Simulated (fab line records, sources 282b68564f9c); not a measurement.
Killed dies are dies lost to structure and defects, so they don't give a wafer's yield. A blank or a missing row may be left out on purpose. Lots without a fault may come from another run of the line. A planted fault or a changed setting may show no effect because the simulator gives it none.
Problem report in the 8D (eight disciplines) form, filled by code | flow rit_cmos | the parts of the form that need people (team, actions taken, sign-off) are left out

1. THE PROBLEM
heater_power_total_W at RIT_ACTIVE_SOFTBAKE_07 reads a mean of 35.61 W on 6 wafers of 2 lots; wafers without a fault read 34.56 W with a standard deviation of 0.05. That is +21 standard deviations from the usual mean.
The step: time 60 s.
First seen on wafer L887.1, day 3 13:56, on litho_track-03. The record holds 33 wafers of 11 lots with a number at this step. Rule for "out", or "out of limits": more than 4 standard deviations from the usual mean. The other wafers with a number count as sound.

2. WHAT IT IS AND WHAT IT IS NOT
question                    | is                                 | is not
which readings at this step | heater_power_total_W, plate_temp_C | -
which lots                  | L887, L889                         | L878, L879, L882, L891, L895, L896, L897, L900, L901
which wafers of those lots  | all that have a number             | -
read on which tools         | litho_track-03                     | litho_track-01, litho_track-04
when                        | from day 3 13:56                   | up to then (9 sound wafers); but 18 sound wafers of L891, L895, L896, L897, L900, L901 came after

3. SUSPECTS, AND WHAT RULES EACH OUT
Counting: a tool at a process step up to the reading stays a suspect if it ran every lot that is out and no sound lot after the first of them.
- litho_track-03 at RIT_ACTIVE_SOFTBAKE_07 (time 60 s): kept. It ran every lot that is out, first L887 (day 3 13:56), and no sound lot after that; its last sound lot up to then is L878 (day 1 14:57). Its own readings are out on those wafers: heater_power_total_W, plate_temp_C.
Left after counting: litho_track-03 at RIT_ACTIVE_SOFTBAKE_07.

4. THE CAUSE (what the simulator had put in)
Process parameter drift: litho_track-03, from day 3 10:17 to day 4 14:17, at RIT_ACTIVE_SOFTBAKE_07. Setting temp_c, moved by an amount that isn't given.
Counting left only this tool.

5. THE CHAIN OF EFFECTS, in route order
Each row: a reading whose mean over the struck wafers that have a number lies more than 3 standard deviations from the usual. Only readings for which the record gives a usual standard deviation are gone through. hours: the time from each lot's start at the first step in this table that gives one to its start at this step, as a median over the lots. sigmas: the change in usual standard deviations.
hours | step                   | reading              | usual   | on struck wafers | change | sigmas
0     | RIT_ACTIVE_SOFTBAKE_07 | heater_power_total_W | 34.56 W | 35.61            | +1.05  | +21
0     | RIT_ACTIVE_SOFTBAKE_07 | plate_temp_C         | 89.99 C | 92.03            | +2.04  | +16
The process steps in it:
- RIT_ACTIVE_SOFTBAKE_07: time 60 s.
Later measuring or inspecting steps at which every struck wafer that the step has a row for has a number for every such reading, and none has moved that far: RIT_M1_CD_MEAS_09, RIT_M1_OVL_MEAS_10.

6. WHAT WOULD HAVE CAUGHT IT SOONER
In this record the first reading out of limits was taken at day 3 13:56, 4 hours after the fault began at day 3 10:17.
